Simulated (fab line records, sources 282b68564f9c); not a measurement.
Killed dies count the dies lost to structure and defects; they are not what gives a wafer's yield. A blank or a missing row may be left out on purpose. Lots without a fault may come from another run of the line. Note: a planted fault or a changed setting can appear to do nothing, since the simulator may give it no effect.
fab line records -- flow rit_cmos
record: lots: 14, wafers: 42, last_day: 7
route steps=202 shown NWELL@37 M1@202
lots with no fault: from the same line, run without faults
start_h: start of the lot's first displayed wafer, in hours after the record's first day -- wait_h: hours from the lot's prior step to this one -- " the same as in the row above -- L1.1+2: a row that stands for several wafers -- - no value, or no start given -- * or withheld: withheld -- < > ~ a bound
route shown NAME@n: a module of which the file shows steps, and the number in the route of the first -- usual: mean/standard deviation of fault-free wafers -- same: alike in all rows -- chamber/n: place in a boat -- sites: readings site by site -- _std_site: the values' standard deviation -- _edge_site: mean of outer sites minus mean of inner sites -- radius_mm: how far each site lies from the wafer's centre -- mask NAME#n: copy n -- behind: tool/chamber where the wafer was last shaped -- hold: the reason the lot was held/the length of the hold in hours/how it ended -- device: the transistor (n, p or np) that didn't switch -- end of line: the tests these same wafers got at the end of their route -- a step given without rows: its recipe and nothing more -- killed: count of dies lost to structure and defects at first sort (not the wafer's yield) -- map: dies across one wafer; x = killed, . = not, _ = none there
set.NAME: the setting as run; set.NAME@STEP: as run at that earlier step -- model.NAME: the simulator's own value behind a step, which no gauge read
a sample of lots followed through the steps of the route, with each step as a table and each wafer as a row
services: when a tool's chamber went out of use (start_h, in hours from the record's first day, below 0 if earlier), for how many hours, and the reason
== steps ==
step: RIT_NWELL_STRIP_09
recipe: chemistry: O2, time_s: 180, resist: NOVOLAK, platen_temp_c: withheld, power_w: 500, pressure_mtorr: 4000, o2_flow_sccm: 4000
usual: drypump_motor_current_A: 6.03/0.27
lot.wafer,tool,chamber,start_h,wait_h,drypump_motor_current_A,rf_hours_counter_h
L822.1,plasma_asher-01,1,25.76,0.1,5.71,38
L822.2,plasma_asher-01,0,25.76,0.1,6.32,38
L822.5,plasma_asher-01,1,25.76,0.1,5.71,-
L823.3,plasma_asher-04,0,32.12,0.1,6.39,-
L823.4,plasma_asher-04,1,32.12,0.1,5.86,-
L823.6,plasma_asher-04,1,32.12,0.1,5.85,-
L827.2,plasma_asher-01,0,52.16,0.1,6.28,41
L827.3,plasma_asher-01,1,52.16,0.1,5.75,-
L827.6,plasma_asher-01,1,52.16,0.1,5.71,-
L829.1,plasma_asher-04,1,62.02,0.1,5.86,29
L829.5,plasma_asher-04,1,62.02,0.1,5.86,-
L829.6,plasma_asher-04,0,62.02,0.1,6.39,-
L830.2,plasma_asher-04,0,65.74,0.1,6.38,29
L830.4,plasma_asher-04,0,65.74,0.1,6.37,-
L830.6,plasma_asher-04,1,65.74,0.1,5.85,-
L831.1,plasma_asher-02,0,70.69,0.1,5.84,43
L831.3,plasma_asher-02,0,70.69,0.1,5.89,-
L831.5,plasma_asher-02,0,70.69,0.1,5.82,-
L832.2,plasma_asher-01,1,77.50,0.1,5.72,44
L832.3,plasma_asher-01,1,77.50,0.1,5.69,-
L832.4,plasma_asher-01,0,77.50,0.1,6.30,-
L833.1,plasma_asher-04,0,81.17,0.1,6.39,30
L833.4,plasma_asher-04,1,81.17,0.1,5.87,-
L833.6,plasma_asher-04,1,81.17,0.1,5.83,-
L834.1,plasma_asher-01,0,86.15,0.1,6.30,45
L834.4,plasma_asher-01,0,86.15,0.1,6.30,-
L834.6,plasma_asher-01,1,86.15,0.1,5.68,-
L835.1,plasma_asher-02,0,90.78,0.1,5.85,45
L835.4,plasma_asher-02,0,90.78,0.1,5.83,-
L835.5,plasma_asher-02,0,90.78,0.1,5.83,-
L836.2,plasma_asher-01,0,96.22,0.1,6.31,46
L836.3,plasma_asher-01,0,96.22,0.1,6.31,-
L836.5,plasma_asher-01,0,96.22,0.1,6.30,-
L837.3,plasma_asher-01,0,101.19,0.1,6.31,-
L837.4,plasma_asher-01,1,101.19,0.1,5.71,-
L837.6,plasma_asher-01,1,101.19,0.1,5.72,-
L843.1,plasma_asher-04,1,131.60,0.1,5.86,37
L843.2,plasma_asher-04,0,131.60,0.1,6.39,37
L843.6,plasma_asher-04,0,131.60,0.1,6.39,-
L844.1,plasma_asher-04,0,138.69,0.1,6.37,37
L844.3,plasma_asher-04,0,138.69,0.1,6.42,-
L844.4,plasma_asher-04,1,138.69,0.1,5.86,-
step: RIT_M1_PROBE_99
usual: killed_at_contacts: 0.1/0.31, killed_at_front_end: 7/3.3, killed_dies: 7/3.3, killed_on_rim: 1.9/1.5, killed_open: 3.4/2.2, killed_short: 3.5/2
same: gross_dies: 264, killed_at_M0_to_M3: 0, killed_at_M4_up: 0, killed_at_back_side: 0, killed_at_other: 0
lot.wafer,tool,chamber,start_h,wait_h,killed_at_contacts,killed_at_front_end,killed_dies,killed_on_rim,killed_open,killed_short
L827.2,prober-01,-,88.30,0.1,0,3,3,1,3,0
L827.3,prober-01,-,88.35,0.2,0,13,13,5,8,5
L827.6,prober-01,-,88.50,0.2,0,6,6,0,5,1
L829.1,prober-01,-,100.37,0.1,0,7,7,1,3,4
L829.5,prober-01,-,100.57,0.2,0,7,7,3,4,3
L829.6,prober-01,-,100.62,0.2,0,5,5,1,2,3
L830.2,prober-02,-,106.61,0.1,0,16,16,3,11,5
L830.4,prober-02,-,106.71,0.2,1,9,10,2,3,7
L830.6,prober-02,-,106.81,0.2,0,8,8,0,3,5
L831.1,prober-01,-,109.99,0.1,0,7,7,2,5,2
L831.3,prober-01,-,110.09,0.2,0,7,7,1,3,4
L831.5,prober-01,-,110.19,0.2,0,12,12,4,6,6
L832.2,prober-02,-,112.73,0.1,0,7,7,0,3,4
L832.3,prober-02,-,112.78,0.2,0,4,4,1,2,2
L832.4,prober-02,-,112.83,0.2,0,12,12,1,6,6
L835.1,prober-01,-,132.41,0.1,0,4,4,1,2,2
L835.4,prober-01,-,132.56,0.2,0,6,6,1,6,0
L835.5,prober-01,-,132.61,0.2,0,3,3,1,2,1
L836.2,prober-02,-,135.17,0.1,0,9,9,2,4,4
L836.3,prober-02,-,135.22,0.2,0,3,3,0,1,2
L836.5,prober-02,-,135.32,0.2,0,7,7,2,5,2
L837.3,prober-01,-,140.20,0.2,0,6,6,1,5,1
L837.4,prober-01,-,140.25,0.2,0,3,3,1,1,2
L837.6,prober-01,-,140.35,0.2,0,4,4,1,3,1
L843.1,prober-01,-,167.17,0.1,0,37,37,1,2,4
L843.2,prober-01,-,167.22,0.1,0,20,20,9,1,1
L843.6,prober-01,-,167.42,0.2,0,22,22,7,0,3
L844.1,prober-02,-,175.63,0.1,0,20,20,7,1,2
L844.3,prober-02,-,175.73,0.2,0,24,24,8,2,5
L844.4,prober-02,-,175.78,0.2,0,38,38,1,3,5
killed by level:class
L827.2 GATE:geometric_particle:open=2 FOX2:geometric_particle:open=1
L827.3 GATE:geometric_particle:open=4 REOX:geometric_particle:open=4 REOX:geometric_particle:short=2 GATE:geometric_particle:short=1 SPACER:geometric_particle:short=1 SILICIDE:geometric_particle:short=1
L827.6 GATE:geometric_particle:open=2 FOX1:geometric_particle:open=1 GATE:geometric_particle:short=1 REOX:geometric_particle:open=1 SPACER:geometric_particle:open=1
L829.1 GATE:geometric_particle:short=2 GATE:geometric_particle:open=2 FOX1:geometric_particle:short=1 FOX2:geometric_particle:short=1 SILICIDE:geometric_particle:open=1
L829.5 GATE:geometric_particle:open=2 FOX1:geometric_particle:short=1 FOX1:geometric_particle:open=1 FOX2:geometric_particle:open=1 SPACER:geometric_particle:short=1 SILICIDE:geometric_particle:short=1
L829.6 FOX2:geometric_particle:open=2 ACTIVE:geometric_particle:short=1 FOX1:geometric_particle:short=1 SILICIDE:geometric_particle:short=1
L830.2 REOX:geometric_particle:open=4 FOX1:geometric_particle:open=3 FOX1:geometric_particle:short=2 GATE:geometric_particle:short=2 GATE:geometric_particle:open=2 SPACER:geometric_particle:open=2 FOX2:geometric_particle:short=1
L830.4 GATE:geometric_particle:open=2 SILICIDE:geometric_particle:short=2 FOX1:geometric_particle:open=1 FOX1:geometric_particle:short=1 GATE:geometric_particle:short=1 REOX:geometric_particle:short=1 SPACER:geometric_particle:short=1 CONTACT:geometric_particle:short=1
L830.6 REOX:geometric_particle:short=3 GATE:geometric_particle:open=2 FOX2:geometric_particle:short=1 GATE:geometric_particle:short=1 REOX:geometric_particle:open=1
L831.1 REOX:geometric_particle:open=2 SPACER:geometric_particle:open=2 GATE:geometric_particle:open=1 SPACER:geometric_particle:short=1 SILICIDE:geometric_particle:short=1
L831.3 GATE:geometric_particle:open=2 REOX:geometric_particle:short=2 FOX1:geometric_particle:short=1 FOX2:geometric_particle:short=1 FOX2:geometric_particle:open=1
L831.5 GATE:geometric_particle:short=3 FOX1:geometric_particle:short=1 FOX1:geometric_particle:open=1 FOX2:geometric_particle:open=1 FOX2:geometric_particle:short=1 GATE:geometric_particle:open=1 REOX:geometric_particle:open=1 SPACER:geometric_particle:open=1
L832.2 SILICIDE:geometric_particle:short=2 GATE:geometric_particle:short=1 GATE:geometric_particle:open=1 REOX:geometric_particle:short=1 SPACER:geometric_particle:open=1 SILICIDE:geometric_particle:open=1
L832.3 SILICIDE:geometric_particle:short=2 GATE:geometric_particle:open=1 SPACER:geometric_particle:open=1
L832.4 FOX2:geometric_particle:open=2 REOX:geometric_particle:open=2 SILICIDE:geometric_particle:short=2 FOX1:geometric_particle:short=1 FOX2:geometric_particle:short=1 GATE:geometric_particle:short=1 SPACER:geometric_particle:short=1 SPACER:geometric_particle:open=1
L835.1 GATE:geometric_particle:open=2 GATE:geometric_particle:short=1 REOX:geometric_particle:short=1
L835.4 FOX1:geometric_particle:open=3 SPACER:geometric_particle:open=2 GATE:geometric_particle:open=1
L835.5 GATE:geometric_particle:open=1 SPACER:geometric_particle:short=1 SPACER:geometric_particle:open=1
L836.2 FOX1:geometric_particle:short=2 FOX1:geometric_particle:open=2 FOX2:geometric_particle:open=1 GATE:geometric_particle:open=1 GATE:geometric_particle:short=1 SILICIDE:geometric_particle:short=1 NRETRO:coat_microbubble_printed=1
L836.3 FOX1:geometric_particle:short=1 FOX1:geometric_particle:open=1 SPACER:geometric_particle:short=1
L836.5 GATE:geometric_particle:short=2 SPACER:geometric_particle:open=2 SILICIDE:geometric_particle:open=2 GATE:geometric_particle:open=1
L837.3 FOX1:geometric_particle:open=2 REOX:geometric_particle:open=2 FOX2:geometric_particle:open=1 SILICIDE:geometric_particle:short=1
L837.4 SILICIDE:geometric_particle:short=2 SILICIDE:geometric_particle:open=1
L837.6 FOX1:geometric_particle:short=1 REOX:geometric_particle:open=1 SPACER:geometric_particle:open=1 SILICIDE:geometric_particle:open=1
L843.1 NWELL:unspecified=31 GATE:geometric_particle:short=2 FOX1:geometric_particle:short=1 FOX2:geometric_particle:open=1 GATE:geometric_particle:open=1 SPACER:geometric_particle:short=1
L843.2 NWELL:unspecified=18 FOX1:geometric_particle:short=1 REOX:geometric_particle:open=1
L843.6 NWELL:unspecified=19 SPACER:geometric_particle:short=2 FOX1:geometric_particle:short=1
L844.1 NWELL:unspecified=17 SILICIDE:geometric_particle:short=2 SILICIDE:geometric_particle:open=1
L844.3 NWELL:unspecified=17 GATE:geometric_particle:short=3 REOX:geometric_particle:short=2 FOX2:geometric_particle:open=1 REOX:geometric_particle:open=1
L844.4 NWELL:unspecified=30 SILICIDE:geometric_particle:short=2 FOX2:geometric_particle:open=1 GATE:geometric_particle:open=1 GATE:geometric_particle:short=1 REOX:geometric_particle:short=1 SPACER:geometric_particle:open=1 SPACER:geometric_particle:short=1
== services ==
tool,chamber,start_h,hours,kind
plasma_asher-02,-,14.94,0.9,repair
plasma_asher-01,-,46.03,5.1,repair
plasma_asher-02,-,51.44,2.8,pm
plasma_asher-01,-,105.73,12.0,repair
plasma_asher-01,-,117.71,9.0,pm
plasma_asher-01,0,117.71,9.0,vent_cycle
plasma_asher-01,1,117.71,9.0,vent_cycle
plasma_asher-01,0,126.71,-,clean
plasma_asher-01,1,126.71,-,clean
== key ==
first_sign: step: RIT_M1_PROBE_99, reading: killed_at_front_end, direction: up, sigmas: 6.1, usual: 7, struck: 27
effect: step: RIT_M1_PROBE_99, reading: killed_dies, direction: up, sigmas: 6.1, usual: 7, struck: 27
met_at RIT_NWELL_STRIP_09
struck_lots L843,L844
tester_left_out L843,L844
onset_between 81.17 131.60
also_fits time
fault: kind: chamber_particle_source, tool: plasma_asher-04, chamber: -, onset_h: 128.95, steps: RIT_NWELL_STRIP_09, rate_per_visit_cm2: 0.85411, end_h: 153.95
tester_left_out: of these lots the tester's yield and bins aren't shown, on N5 and GAA mostly nor the transistor test; their killed dies are dies lost to structure and defects alone, not to doping, threshold or leakage, so they don't give the yield
